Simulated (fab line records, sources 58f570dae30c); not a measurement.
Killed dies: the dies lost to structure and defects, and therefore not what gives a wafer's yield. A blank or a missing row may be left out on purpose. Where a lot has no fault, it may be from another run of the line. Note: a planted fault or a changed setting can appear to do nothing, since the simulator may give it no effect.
fab line records	flow berkeley-cmos170
[record] lots = 24	wafers = 72	last-day = 12
route steps=331 shown NWELL@27 NVT@110 GATE@143 BACKSIDE@202 M2@288 V2@304
lots that met no fault: taken from a fault-free run of the same line
start-h: hours from the record's opening day to when the first of the lot's shown wafers began	wait-h: hours from the lot's prior step to this one	" unchanged from the row above	L1.1+2: several wafers, shown together as one row	- no value, or no start given	* or withheld: withheld	< > ~ a bound
route shown NAME@n: NAME is a module with steps in the file, n the number in the route of the first one	usual: mean/standard deviation taken from wafers without a fault	same: alike in all rows	chamber/n: place in a boat	sites: the reading at each site	_std_site: their standard deviation	_edge_site: mean of outer sites minus mean of inner sites	radius-mm: for every site, how far away it sits from the centre of the wafer	mask NAME#n: copy n	behind: tool/chamber where the wafer was last shaped	hold: what put the lot on hold/how long, in hours/how the hold closed	device: which transistor (n, p or np) failed to switch	end of line: at the end of the route, the tests of the same wafers	a step without rows: its recipe alone	killed: not the wafer's yield, but the dies lost to structure and defects at the first sort	map: a wafer's dies, x killed, . not, _ none there
set.NAME: the setting that was run; set.NAME@STEP: the one run at that earlier step	model.NAME: the simulator's own value behind a step, which no gauge read
one table for each step of the route and one row for each wafer, over a sample of lots
services: the hour from which a tool's chamber was out of use, counted from the record's first day as start-h (under 0 if before that day), plus the number of hours and why
[[steps]]
[step UCB170_NWELL_ETCH_13]
[recipe] chemistry = CH3F/Ar/O2	target = Si3N4	stop-on = SiO2	CH3F_flow_sccm = 20	Ar_flow_sccm = 50	O2_flow_sccm = 7	pressure-mtorr = 50	rf-w = 450	target-depth-a = 2464	over-etch-frac = 0.1	time-s = 154
[usual] drypump-motor-current-A = 5.7/0.36	mfc-ar-sccm = 50.00/0.14	oes-product-au = 0.938/0.021	throttle-valve-pct = 8.02/0.12
lot.wafer	tool	chamber	start-h	wait-h	drypump-motor-current-A	mfc-ar-sccm	oes-product-au	rf-hours-counter-h	throttle-valve-pct
L074.2	rie-diel-04	3	49.08	0.0	5.3	49.90	0.954	94	8.05
L074.5	"	1	"	"	6.0	49.96	0.967	-	7.89
L074.6	"	2	"	"	5.4	50.20	0.921	-	8.17
L075.4	rie-diel-03	0	49.31	0.0	5.1	50.10	0.944	64	8.26
L075.5	"	2	"	"	5.6	50.17	0.940	-	8.05
L075.6	"	3	"	"	6.5	49.92	0.961	-	8.23
L076.1	rie-diel-01	0	60.46	0.0	5.3	50.01	0.932	0	7.99
L076.4	"	3	"	"	5.7	50.29	0.915	21	8.00
L076.5	"	0	"	"	5.3	50.11	0.930	-	7.97
L077.1	rie-diel-04	3	60.63	0.0	5.3	49.92	0.944	94	8.04
L077.4	"	2	"	"	5.4	49.91	0.903	-	8.15
L077.5	"	3	"	"	5.3	49.79	0.945	-	8.05
L080.1	rie-diel-03	1	66.21	0.0	5.5	49.86	0.932	2	7.91
L080.3	"	2	"	"	5.6	50.01	0.935	42	8.05
L080.4	"	3	"	"	6.5	50.14	0.966	11	8.22
L078.3	rie-diel-01	1	66.27	0.0	6.0	49.92	0.955	35	7.85
L078.4	"	2	"	"	6.0	49.93	0.915	96	8.00
L078.6	"	2	"	"	6.0	49.86	0.906	-	8.02
L079.1	rie-diel-04	1	66.55	0.0	5.9	49.66	0.956	1	7.90
L079.2	"	3	"	"	5.3	49.75	0.962	94	8.04
L079.4	"	0	"	"	5.8	50.07	0.964	0	8.15
L081.1	rie-diel-03	2	73.27	0.0	5.6	49.97	0.950	42	8.03
L081.3	"	0	"	"	5.1	50.04	0.958	65	8.25
L081.5	"	0	"	"	5.1	49.83	0.953	-	8.27
L083.4	rie-diel-04	2	77.60	0.0	5.4	49.94	0.924	146	8.16
L083.5	"	2	"	"	5.4	50.01	0.921	-	8.18
L083.6	"	1	"	"	5.9	50.07	0.967	-	7.90
L082.2	rie-diel-01	0	77.63	0.0	5.3	50.20	0.935	1	7.99
L082.4	"	3	"	"	5.8	49.84	0.914	22	7.99
L082.6	"	1	"	"	6.1	50.23	0.950	-	7.85
L084.3	rie-diel-04	2	87.27	0.0	5.4	50.26	0.923	147	8.18
L084.4	"	0	"	"	5.8	50.00	0.959	1	8.17
L084.6	"	3	"	"	5.3	49.84	0.960	-	8.03
L085.3	rie-diel-01	3	87.54	0.0	5.7	49.83	0.930	22	7.98
L085.5	"	1	"	"	6.0	50.03	0.964	-	7.86
L085.6	"	0	"	"	5.3	49.94	0.941	-	7.99
L086.1	rie-diel-01	3	96.68	0.0	5.7	50.05	0.917	23	8.00
L086.5	"	2	"	"	6.0	49.96	0.905	-	8.01
L086.6	"	3	"	"	5.7	50.14	0.916	-	8.00
L087.2	rie-diel-01	0	102.43	0.0	5.3	50.24	0.923	2	7.97
L087.3	"	3	"	"	5.7	50.02	0.912	23	8.00
L087.4	"	2	"	"	6.0	49.78	0.910	98	8.01
L088.2	rie-diel-04	2	109.28	0.0	5.4	50.25	0.889	148	8.16
L088.4	"	3	"	"	5.3	50.08	0.931	96	8.04
L088.5	"	1	"	"	5.9	49.90	0.945	-	7.89
L089.1	rie-diel-01	2	109.61	0.0	6.0	50.00	0.904	98	8.02
L089.3	"	1	"	"	6.0	49.97	0.946	37	7.85
L089.4	"	0	"	"	5.3	50.02	0.932	3	7.98
L090.1	rie-diel-01	2	117.67	0.0	6.0	50.04	0.905	99	8.02
L090.5	"	3	"	"	5.8	49.98	0.915	-	7.99
L090.6	"	0	"	"	5.3	50.03	0.935	-	7.98
L091.3	rie-diel-03	0	126.11	0.0	5.1	50.24	0.951	67	8.24
L091.4	"	3	"	"	6.5	49.87	0.967	13	8.25
L091.5	"	1	"	"	5.5	50.21	0.937	-	7.90
L092.3	rie-diel-01	2	126.17	0.0	6.0	50.13	0.914	99	7.99
L092.4	"	0	"	"	5.3	49.77	0.936	4	7.99
L092.5	"	0	"	"	5.2	49.81	0.941	-	7.98
L093.1	rie-diel-04	1	135.59	0.0	5.9	50.23	0.961	5	7.89
L093.4	"	1	"	"	5.9	50.11	0.956	-	7.90
L093.6	"	2	"	"	5.4	50.06	0.910	-	8.15
L095.2	rie-diel-01	1	140.09	0.0	6.1	49.91	0.954	38	7.87
L095.3	"	0	"	"	5.3	49.92	0.927	4	7.97
L095.4	"	2	"	"	6.0	49.78	0.908	99	8.01
L094.1	rie-diel-04	3	140.37	0.0	5.3	49.65	0.942	98	8.04
L094.4	"	1	"	"	5.9	50.02	0.953	5	7.90
L094.6	"	3	"	"	5.3	49.91	0.962	-	8.04
L097.1	rie-diel-04	2	147.12	0.0	5.4	50.10	0.915	150	8.16
L097.2	"	1	"	"	6.0	49.85	0.964	5	7.88
L097.6	"	1	"	"	6.0	49.88	0.965	-	7.90
L096.4	rie-diel-01	1	147.15	0.0	6.0	50.22	0.961	38	7.85
L096.5	"	1	"	"	6.0	50.08	0.957	-	7.86
L096.6	"	0	"	"	5.3	50.16	0.933	-	7.98
[step UCB170_NVT_OVL_MEAS_06]
[usual] NVT_OVL = 1/5.7
lot.wafer	tool	chamber	start-h	wait-h	NVT_OVL[nm]
L075.4	overlay-01	-	140.04	-	1
L075.5	"	-	"	"	1
L075.6	"	-	"	"	9
L074.2	overlay-01	-	140.24	-	-4
L074.5	"	-	"	"	-7
L074.6	"	-	"	"	-3
L076.1	overlay-01	-	153.85	-	5
L076.4	"	-	"	"	1
L076.5	"	-	"	"	3
L078.3	overlay-01	-	154.17	-	2
L078.4	"	-	"	"	-6
L078.6	"	-	"	"	0
L080.1	overlay-02	-	154.57	-	-5
L080.3	"	-	"	"	-6
L080.4	"	-	"	"	-3
L079.1	overlay-02	-	154.85	-	-5
L079.2	"	-	"	"	-1
L079.4	"	-	"	"	-4
L077.1	overlay-01	-	154.87	-	1
L077.4	"	-	"	"	2
L077.5	"	-	"	"	8
L081.1	overlay-02	-	165.54	-	-1
L081.3	"	-	"	"	-5
L081.5	"	-	"	"	-3
L082.2	overlay-01	-	165.63	-	-9
L082.4	"	-	"	"	-4
L082.6	"	-	"	"	-10
L083.4	overlay-02	-	165.76	-	-14
L083.5	"	-	"	"	-5
L083.6	"	-	"	"	-12
L084.3	overlay-02	-	178.34	-	0
L084.4	"	-	"	"	4
L084.6	"	-	"	"	0
L085.3	overlay-01	-	178.58	-	2
L085.5	"	-	"	"	-4
L085.6	"	-	"	"	-6
L087.2	overlay-01	-	186.50	-	6
L087.3	"	-	"	"	0
L087.4	"	-	"	"	2
L086.1	overlay-02	-	186.67	-	10
L086.5	"	-	"	"	5
L086.6	"	-	"	"	9
L090.1	overlay-01	-	204.76	-	6
L090.5	"	-	"	"	9
L090.6	"	-	"	"	2
L089.1	overlay-02	-	204.79	-	0
L089.3	"	-	"	"	-5
L089.4	"	-	"	"	0
L088.2	overlay-01	-	205.25	-	13
L088.4	"	-	"	"	7
L088.5	"	-	"	"	9
L092.3	overlay-01	-	210.97	-	-1
L092.4	"	-	"	"	0
L092.5	"	-	"	"	4
L091.3	overlay-01	-	211.24	-	4
L091.4	"	-	"	"	1
L091.5	"	-	"	"	8
L094.1	overlay-02	-	229.75	-	-5
L094.4	"	-	"	"	-1
L094.6	"	-	"	"	0
L093.1	overlay-02	-	229.93	-	10
L093.4	"	-	"	"	8
L093.6	"	-	"	"	13
L095.2	overlay-01	-	230.21	-	-8
L095.3	"	-	"	"	-4
L095.4	"	-	"	"	-8
L096.4	overlay-01	-	239.47	-	9
L096.5	"	-	"	"	6
L096.6	"	-	"	"	7
L097.1	overlay-01	-	239.80	-	0
L097.2	"	-	"	"	0
L097.6	"	-	"	"	-4
[step UCB170_GATE_CD_MEAS_90]
[recipe] target-cd-nm = 350
[usual] cd-nm = 350.3/1.7
lot.wafer	tool	chamber	start-h	wait-h	cd-nm
L074.2	cd-sem-02	-	155.54	0.1	352.3
L074.5	"	-	"	"	352.9
L074.6	"	-	"	"	352.2
L075.4	cd-sem-02	-	156.30	0.3	348.6
L075.5	"	-	"	"	349.9
L075.6	"	-	"	"	349.9
L078.3	cd-sem-02	-	171.77	0.2	346.8
L078.4	"	-	"	"	346.6
L078.6	"	-	"	"	346.8
L076.1	cd-sem-02	-	171.97	0.3	349.2
L076.4	"	-	"	"	349.9
L076.5	"	-	"	"	348.5
L079.1	cd-sem-02	-	172.21	0.4	349.8
L079.2	"	-	"	"	349.6
L079.4	"	-	"	"	351.3
L080.1	cd-sem-02	-	172.81	0.7	350.3
L080.3	"	-	"	"	348.4
L080.4	"	-	"	"	349.5
L077.1	cd-sem-02	-	173.05	0.7	351.6
L077.4	"	-	"	"	352.1
L077.5	"	-	"	"	350.8
L081.1	cd-sem-02	-	186.93	0.4	352.7
L081.3	"	-	"	"	351.0
L081.5	"	-	"	"	352.4
L083.4	cd-sem-02	-	187.11	0.2	350.2
L083.5	"	-	"	"	350.7
L083.6	"	-	"	"	351.4
L082.2	cd-sem-02	-	187.19	0.2	352.9
L082.4	"	-	"	"	350.7
L082.6	"	-	"	"	350.7
L085.3	cd-sem-02	-	194.47	0.3	348.7
L085.5	"	-	"	"	348.9
L085.6	"	-	"	"	349.5
L084.3	cd-sem-02	-	194.95	0.4	351.9
L084.4	"	-	"	"	351.9
L084.6	"	-	"	"	352.8
L086.1	cd-sem-02	-	202.73	0.4	348.7
L086.5	"	-	"	"	347.9
L086.6	"	-	"	"	349.0
L087.2	cd-sem-02	-	203.35	0.6	348.0
L087.3	"	-	"	"	349.0
L087.4	"	-	"	"	349.9
L089.1	cd-sem-02	-	224.89	0.1	350.5
L089.3	"	-	"	"	348.8
L089.4	"	-	"	"	350.3
L088.2	cd-sem-02	-	225.03	0.1	351.6
L088.4	"	-	"	"	351.4
L088.5	"	-	"	"	350.2
L091.3	cd-sem-02	-	225.29	0.2	349.0
L091.4	"	-	"	"	349.6
L091.5	"	-	"	"	349.8
L090.1	cd-sem-01	-	225.30	0.1	352.6
L090.5	"	-	"	"	352.9
L090.6	"	-	"	"	352.0
L092.3	cd-sem-02	-	225.44	0.1	350.7
L092.4	"	-	"	"	349.8
L092.5	"	-	"	"	350.0
L093.1	cd-sem-02	-	250.48	0.1	351.3
L093.4	"	-	"	"	349.4
L093.6	"	-	"	"	349.5
L095.2	cd-sem-02	-	250.78	0.1	350.1
L095.3	"	-	"	"	349.9
L095.4	"	-	"	"	350.0
L094.1	cd-sem-02	-	251.03	0.1	350.6
L094.4	"	-	"	"	351.2
L094.6	"	-	"	"	349.7
L096.4	cd-sem-01	-	259.20	0.1	352.2
L096.5	"	-	"	"	351.8
L096.6	"	-	"	"	353.8
L097.1	cd-sem-01	-	259.37	0.1	350.3
L097.2	"	-	"	"	350.8
L097.6	"	-	"	"	352.2
[step UCB170_BACKSIDE_STRIP_03]
[recipe] chemistry = O2	power-w = 400	pressure-mtorr = 3500	platen-temp-c = withheld	o2-flow-sccm = 400	overash-fraction = 0.5
[usual] drypump-motor-current-A = 6.06/0.24	oes-product-au = 0.734/0.0048	strip-time-to-endpoint-s = 21.95/0.059
lot.wafer	tool	chamber	start-h	wait-h	drypump-motor-current-A	oes-product-au	rf-hours-counter-h	strip-time-to-endpoint-s
L075.4	plasma-asher-02	0	173.48	0.1	5.67	0.735	-	21.95
L075.5	"	1	"	"	6.15	0.742	-	21.94
L075.6	"	0	"	"	5.67	0.741	-	21.98
L074.2	plasma-asher-02	1	174.25	0.1	6.17	0.742	44	21.96
L074.5	"	1	"	"	6.17	0.740	-	21.95
L074.6	"	0	"	"	5.64	0.736	-	22.02
L076.1	plasma-asher-01	0	189.97	0.1	6.15	0.731	46	22.02
L076.4	"	1	"	"	6.06	0.739	-	21.92
L076.5	"	0	"	"	6.15	0.729	-	21.98
L078.3	plasma-asher-02	0	190.28	0.1	5.64	0.733	-	21.94
L078.4	"	1	"	"	6.14	0.741	-	21.88
L078.6	"	1	"	"	6.17	0.731	-	21.96
L079.1	plasma-asher-02	1	190.89	0.1	6.15	0.734	46	22.04
L079.2	"	0	"	"	5.66	0.730	46	22.01
L079.4	"	1	"	"	6.17	0.737	-	22.04
L077.1	plasma-asher-04	1	191.15	0.1	6.10	0.734	9	21.95
L077.4	"	1	"	"	6.07	0.735	-	21.88
L077.5	"	0	"	"	6.43	0.729	-	21.95
L080.1	plasma-asher-02	0	191.34	0.1	5.67	0.733	46	21.99
L080.3	"	1	"	"	6.16	0.729	-	21.96
L080.4	"	0	"	"	5.67	0.730	-	21.98
L082.2	plasma-asher-02	1	208.46	0.1	6.17	0.740	48	21.92
L082.4	"	1	"	"	6.16	0.735	-	21.96
L082.6	"	0	"	"	5.67	0.732	-	21.94
L081.1	plasma-asher-04	1	208.84	0.1	6.06	0.729	12	21.96
L081.3	"	0	"	"	6.46	0.735	-	21.98
L081.5	"	1	"	"	6.08	0.738	-	22.03
L083.4	plasma-asher-02	0	208.95	0.1	5.66	0.727	-	21.99
L083.5	"	1	"	"	6.16	0.739	-	21.97
L083.6	"	0	"	"	5.67	0.736	-	21.90
L085.3	plasma-asher-01	1	213.52	0.1	6.05	0.740	-	21.95
L085.5	"	1	"	"	6.05	0.737	-	21.92
L085.6	"	0	"	"	6.14	0.735	-	21.90
L084.3	plasma-asher-01	0	214.18	0.1	6.13	0.728	-	21.88
L084.4	"	1	"	"	6.04	0.734	-	21.91
L084.6	"	1	"	"	6.07	0.722	-	21.93
L087.2	plasma-asher-01	0	221.56	0.1	6.16	0.742	50	21.86
L087.3	"	0	"	"	6.13	0.739	-	21.94
L087.4	"	1	"	"	6.01	0.733	-	21.89
L086.1	plasma-asher-01	1	222.01	0.1	6.15	0.739	50	22.01
L086.5	"	0	"	"	6.15	0.735	-	21.96
L086.6	"	1	"	"	6.06	0.732	-	21.89
L089.1	plasma-asher-04	1	241.74	0.1	6.07	0.740	17	21.97
L089.3	"	0	"	"	6.44	0.736	-	21.99
L089.4	"	1	"	"	6.08	0.729	-	21.97
L088.2	plasma-asher-04	1	242.08	0.1	6.11	0.734	17	21.95
L088.4	"	1	"	"	6.07	0.728	-	21.94
L088.5	"	0	"	"	6.43	0.735	-	22.01
L090.1	plasma-asher-02	1	242.19	0.1	6.17	0.740	52	21.92
L090.5	"	0	"	"	5.68	0.735	-	21.93
L090.6	"	1	"	"	6.17	0.733	-	22.03
L091.3	plasma-asher-01	0	242.29	0.1	6.14	0.729	-	21.99
L091.4	"	1	"	"	6.04	0.736	-	21.97
L091.5	"	1	"	"	6.07	0.733	-	21.95
L092.3	plasma-asher-02	0	242.56	0.1	5.66	0.735	-	21.91
L092.4	"	1	"	"	6.19	0.728	-	21.98
L092.5	"	1	"	"	6.18	0.736	-	22.04
L093.1	plasma-asher-04	0	267.76	0.1	6.44	0.732	20	21.93
L093.4	"	1	"	"	6.09	0.732	-	21.97
L093.6	"	1	"	"	6.06	0.736	-	21.85
L095.2	plasma-asher-01	1	268.21	0.1	6.09	0.726	57	21.86
L095.3	"	0	"	"	6.17	0.737	-	21.85
L095.4	"	1	"	"	6.08	0.730	-	21.84
L094.1	plasma-asher-04	1	268.29	0.1	6.10	0.735	20	21.96
L094.4	"	0	"	"	6.44	0.735	-	21.98
L094.6	"	0	"	"	6.45	0.735	-	22.04
L097.1	plasma-asher-02	0	276.11	0.1	5.67	0.734	55	21.89
L097.2	"	1	"	"	6.15	0.732	55	21.99
L097.6	"	1	"	"	6.16	0.731	-	21.93
L096.4	plasma-asher-02	0	276.65	0.1	5.66	0.735	-	21.80
L096.5	"	0	"	"	5.69	0.734	-	21.88
L096.6	"	1	"	"	6.16	0.736	-	21.80
[step UCB170_M2_ETCH_17]
[recipe] chemistry = N2/H2	target-depth-a = withheld	overetch-a = withheld	target = BARC	time-s = withheld	source-w = 500	bias-w = 100	pressure-mtorr = 30	n2-flow-sccm = 100	h2-flow-sccm = 200
[usual] drypump-motor-current-A = 5.7/0.38	oes-product-au = 0.998/0.021	throttle-valve-pct = 13.28/0.16
lot.wafer	tool	chamber	start-h	wait-h	drypump-motor-current-A	oes-product-au	throttle-valve-pct
L075.4	rie-diel-04	0	194.25	0.0	5.8	1.007	13.47
L075.5	"	3	"	"	5.3	0.994	13.35
L075.6	"	1	"	"	6.0	1.015	13.13
L074.2	rie-diel-01	3	199.60	0.0	5.7	0.967	13.22
L074.5	"	2	"	"	6.1	0.934	13.16
L074.6	"	1	"	"	6.0	1.004	13.01
L078.3	rie-diel-04	2	213.60	0.0	5.4	1.015	13.43
L078.4	"	3	"	"	5.3	0.999	13.35
L078.6	"	3	"	"	5.3	1.010	13.35
L076.1	rie-diel-04	2	214.37	0.0	5.4	1.000	13.43
L076.4	"	1	"	"	5.9	1.007	13.11
L076.5	"	1	"	"	5.9	0.995	13.12
L079.1	rie-diel-01	1	215.19	0.0	6.1	1.002	13.01
L079.2	"	3	"	"	5.7	0.964	13.22
L079.4	"	0	"	"	5.3	0.985	13.21
L077.1	rie-diel-01	0	216.32	0.0	5.3	0.985	13.21
L077.4	"	2	"	"	6.0	0.943	13.17
L077.5	"	2	"	"	6.0	0.953	13.19
L080.1	rie-diel-03	2	216.85	0.0	5.6	0.988	13.26
L080.3	"	0	"	"	5.1	1.007	13.51
L080.4	"	3	"	"	6.5	1.030	13.54
L081.1	rie-diel-04	0	229.35	0.0	5.8	1.013	13.46
L081.3	"	1	"	"	5.9	1.010	13.12
L081.5	"	0	"	"	5.8	1.020	13.46
L082.2	rie-diel-04	1	233.35	0.0	5.9	1.011	13.12
L082.4	"	2	"	"	5.4	1.021	13.43
L082.6	"	0	"	"	5.8	1.016	13.47
L084.3	rie-diel-01	1	233.49	0.0	6.0	1.005	12.99
L084.4	"	0	"	"	5.3	0.990	13.21
L084.6	"	3	"	"	5.8	0.987	13.21
L085.3	rie-diel-03	3	234.10	0.0	6.5	1.031	13.54
L085.5	"	1	"	"	5.5	0.997	13.08
L085.6	"	0	"	"	5.1	0.999	13.48
L083.4	rie-diel-04	3	234.22	0.0	5.3	0.997	13.35
L083.5	"	0	"	"	5.8	1.009	13.46
L083.6	"	3	"	"	5.3	1.013	13.35
L086.1	rie-diel-01	1	241.23	0.0	6.0	1.002	13.01
L086.5	"	3	"	"	5.8	0.963	13.23
L086.6	"	1	"	"	6.0	1.017	13.00
L087.2	rie-diel-01	0	242.68	0.0	5.3	0.984	13.22
L087.3	"	1	"	"	6.0	1.006	13.01
L087.4	"	0	"	"	5.3	0.977	13.20
L089.1	rie-diel-03	2	255.70	0.0	5.6	0.989	13.27
L089.3	"	0	"	"	5.1	1.002	13.50
L089.4	"	3	"	"	6.6	1.038	13.53
L088.2	rie-diel-04	3	257.30	0.0	5.3	0.999	13.36
L088.4	"	2	"	"	5.4	1.018	13.44
L088.5	"	3	"	"	5.3	1.009	13.35
L090.1	rie-diel-04	0	259.06	0.0	5.8	1.005	13.46
L090.5	"	0	"	"	5.8	1.009	13.46
L090.6	"	3	"	"	5.3	1.013	13.36
L091.3	rie-diel-01	3	261.46	0.0	5.8	0.975	13.22
L091.4	"	1	"	"	6.1	1.001	12.99
L091.5	"	3	"	"	5.8	0.966	13.21
L092.3	rie-diel-04	3	261.61	0.0	5.3	1.007	13.35
L092.4	"	0	"	"	5.9	1.010	13.45
L092.5	"	0	"	"	5.8	1.006	13.45
L095.2	rie-diel-03	0	283.84	0.0	5.1	0.991	13.50
L095.3	"	2	"	"	5.6	0.991	13.27
L095.4	"	0	"	"	5.1	0.996	13.52
L093.1	rie-diel-04	3	285.19	0.0	5.3	0.993	13.35
L093.4	"	1	"	"	5.9	1.006	13.12
L093.6	"	3	"	"	5.3	1.006	13.35
L094.1	rie-diel-03	0	285.42	0.0	5.1	0.995	13.49
L094.4	"	0	"	"	5.1	0.994	13.51
L094.6	"	2	"	"	5.6	0.996	13.25
L097.1	rie-diel-01	1	290.91	0.0	6.0	1.012	13.00
L097.2	"	0	"	"	5.3	0.992	13.21
L097.6	"	0	"	"	5.3	0.989	13.22
L096.4	rie-diel-01	2	292.42	0.0	6.0	0.951	13.17
L096.5	"	1	"	"	6.0	1.018	13.01
L096.6	"	0	"	"	5.3	1.001	13.22
[step UCB170_V2_CD_MEAS_12]
[recipe] target-cd-nm = 700
[usual] cd-nm = 699.9/1.4
lot.wafer	tool	chamber	start-h	wait-h	cd-nm
L075.4	cd-sem-02	-	200.75	-	699.2
L075.5	"	-	"	"	700.2
L075.6	"	-	"	"	698.5
L074.2	cd-sem-02	-	204.23	-	699.8
L074.5	"	-	"	"	699.5
L074.6	"	-	"	"	699.1
L078.3	cd-sem-01	-	216.93	-	700.6
L078.4	"	-	"	"	700.6
L078.6	"	-	"	"	700.6
L076.1	cd-sem-01	-	217.62	-	700.4
L076.4	"	-	"	"	699.8
L076.5	"	-	"	"	700.7
L079.1	cd-sem-01	-	217.89	-	697.1
L079.2	"	-	"	"	697.4
L079.4	"	-	"	"	697.3
L077.1	cd-sem-01	-	221.13	-	700.2
L077.4	"	-	"	"	700.3
L077.5	"	-	"	"	701.2
L080.1	cd-sem-01	-	221.63	-	699.4
L080.3	"	-	"	"	699.5
L080.4	"	-	"	"	699.4
L081.1	cd-sem-02	-	232.16	-	698.4
L081.3	"	-	"	"	700.0
L081.5	"	-	"	"	699.7
L082.2	cd-sem-02	-	235.61	-	700.8
L082.4	"	-	"	"	700.9
L082.6	"	-	"	"	700.0
L084.3	cd-sem-01	-	235.93	-	697.6
L084.4	"	-	"	"	698.9
L084.6	"	-	"	"	699.4
L085.3	cd-sem-02	-	236.43	-	703.4
L085.5	"	-	"	"	701.8
L085.6	"	-	"	"	702.8
L083.4	cd-sem-01	-	237.24	-	700.8
L083.5	"	-	"	"	702.0
L083.6	"	-	"	"	701.4
L086.1	cd-sem-02	-	243.40	-	700.4
L086.5	"	-	"	"	699.5
L086.6	"	-	"	"	700.0
L087.2	cd-sem-02	-	245.22	-	701.6
L087.3	"	-	"	"	701.4
L087.4	"	-	"	"	701.0
L089.1	cd-sem-02	-	258.45	-	699.5
L089.3	"	-	"	"	698.7
L089.4	"	-	"	"	698.3
L088.2	cd-sem-02	-	260.08	-	702.5
L088.4	"	-	"	"	702.2
L088.5	"	-	"	"	702.2
L090.1	cd-sem-02	-	261.69	-	702.6
L090.5	"	-	"	"	699.1
L090.6	"	-	"	"	698.6
L091.3	cd-sem-02	-	263.68	-	698.9
L091.4	"	-	"	"	698.8
L091.5	"	-	"	"	699.9
L092.3	cd-sem-02	-	263.95	-	697.6
L092.4	"	-	"	"	700.2
L092.5	"	-	"	"	700.0
L095.2	cd-sem-01	-	286.04	-	701.1
L095.3	"	-	"	"	699.6
L095.4	"	-	"	"	700.4
L093.1	cd-sem-02	-	287.35	-	698.0
L093.4	"	-	"	"	698.8
L093.6	"	-	"	"	698.3
L094.1	cd-sem-02	-	287.96	-	699.0
L094.4	"	-	"	"	698.8
L094.6	"	-	"	"	700.0
L097.1	cd-sem-01	-	293.75	-	698.7
L097.2	"	-	"	"	698.9
L097.6	"	-	"	"	698.5
L096.4	cd-sem-02	-	294.91	-	699.1
L096.5	"	-	"	"	699.0
L096.6	"	-	"	"	698.0
[[services]]
tool	chamber	start-h	hours	kind
rie-diel-01	0	32.18	-	clean
rie-diel-01	0	32.18	23.2	scheduled-down
rie-diel-01	0	32.18	23.2	vent-cycle
rie-diel-04	0	47.66	-	clean
rie-diel-01	3	50.58	2.4	repair
plasma-asher-04	-	63.77	18.2	repair
rie-diel-01	1	93.75	3.1	repair
plasma-asher-04	-	108.75	9.0	pm
rie-diel-01	1	115.62	2.8	repair
rie-diel-04	3	132.54	7.4	repair
rie-diel-03	1	138.41	4.2	repair
plasma-asher-04	-	170.05	0.8	repair
rie-diel-04	1	185.27	3.7	repair
rie-diel-04	1	194.67	3.4	repair
plasma-asher-02	-	218.59	11.1	repair
rie-diel-03	2	219.78	1.3	repair
rie-diel-01	2	222.48	21.9	repair
rie-diel-04	-	240.21	0.5	repair
rie-diel-03	-	245.37	2.8	pm
rie-diel-04	3	252.77	2.7	repair
rie-diel-04	0	266.99	8.0	repair
rie-diel-03	-	279.05	0.1	repair
rie-diel-03	1	283.77	12.5	repair
rie-diel-01	3	285.06	9.7	repair
[[key]]
fault none
